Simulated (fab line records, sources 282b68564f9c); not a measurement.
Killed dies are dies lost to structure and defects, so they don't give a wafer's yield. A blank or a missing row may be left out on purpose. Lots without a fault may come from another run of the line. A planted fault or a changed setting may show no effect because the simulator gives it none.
A struck lot beside a sound one | flow rit_cmos | 21 steps out of a route of 202
Sound: wafers L577.2, L577.5, L577.6. Struck: wafers L587.1, L587.4, L587.6. The cause comes at the end.
At each step with rows: each side's tool, then ch and its chambers, then its first start. Under that, the readings that differ: sound wafers | struck wafers | difference of the means | sigmas: that difference in standard deviations of wafers without a fault.
alike: readings whose means differ by less than 2 such deviations, and words and numbers that are the same on both sides. not compared: withheld readings, readings that some wafer has no value for, bounds like >300 that may hide the same value, and numbers for which the record gives no deviation and whose values overlap.
The two part at a step that has a row with sigmas, a row that says differs or no value, or rows on one side only. Numbers that don't overlap but have no deviation are shown without sigmas and don't part them. A reading that every wafer of one side lacks parts them only if that side has two wafers or more.

first, 6 steps without rows for these wafers: RIT_NWELL_HMDS_00 (prime time 60 s); RIT_NWELL_COAT_01 (resist thk 1300 nm); RIT_NWELL_SOFTBAKE_02 (time 60 s); RIT_NWELL_EXPOSE_03 (exposes mask M2, target cd 43900 nm); RIT_NWELL_PEB_04; RIT_NWELL_DEVELOP_05 (develop time 68 s).
RIT_NWELL_OVL_MEAS_06:
  sound on overlay-01, day 2 11:34; struck on overlay-01, day 4 14:35
  alike: NWELL_OVL
then, 2 steps without rows for these wafers: RIT_NWELL_HARDBAKE_07 (time 120 s); RIT_NWELL_IMPLANT_08.
RIT_NWELL_STRIP_09: strips in O2, time 180 s.
  sound on plasma_asher-02 ch 0,1, day 2 12:00; struck on plasma_asher-02 ch 0,1, day 4 15:01
  alike: drypump_motor_current_A, rf_refl_power_W
  not compared: rf_hours_counter_h
RIT_NWELL_TW_MEAS_10:
  sound on film_metro-01, day 2 12:11; struck on film_metro-03, day 4 15:11
  alike: NWELL_TW
then, 1 step without rows for these wafers: RIT_PWELL_HMDS_00 (prime time 60 s).
RIT_PWELL_COAT_01: resist thk 1300 nm.
  sound on litho_track-04 ch 0, day 2 12:25; struck on litho_track-04 ch 0, day 4 15:32
  reading                                    | sound          | struck         | difference | sigmas
  model.NOVOLAK_of_PWELL_COAT_01.thk_nm (nm) | 1297 1293 1298 | 1341 1340 1339 | +44        |
  alike: spin_speed_rpm
then, 4 steps without rows for these wafers: RIT_PWELL_SOFTBAKE_02 (time 60 s); RIT_PWELL_EXPOSE_03 (exposes mask M3, target cd 43700 nm); RIT_PWELL_PEB_04; RIT_PWELL_DEVELOP_05 (develop time 68 s).
RIT_PWELL_OVL_MEAS_06:
  sound on overlay-01, day 2 13:07; struck on overlay-01, day 4 16:28
  alike: PWELL_OVL
RIT_PWELL_HARDBAKE_07: time 120 s.
  sound on litho_track-03 ch 0, day 2 13:12; struck on litho_track-04 ch 0, day 4 16:30
  reading                                    | sound          | struck         | difference | sigmas
  model.NOVOLAK_of_PWELL_COAT_01.thk_nm (nm) | 1134 1131 1135 | 1172 1171 1171 | +38        |
then, 1 step without rows for these wafers: RIT_PWELL_IMPLANT_08.
RIT_M1_PROBE_99:
  sound on prober-02, day 4 01:43; struck on prober-02, day 6 08:40
  alike: killed_at_contacts, killed_at_front_end, killed_dies, killed_on_rim, killed_open, killed_short

WHERE THEY PART
Nowhere in this record.

WHY: what the simulator had put in
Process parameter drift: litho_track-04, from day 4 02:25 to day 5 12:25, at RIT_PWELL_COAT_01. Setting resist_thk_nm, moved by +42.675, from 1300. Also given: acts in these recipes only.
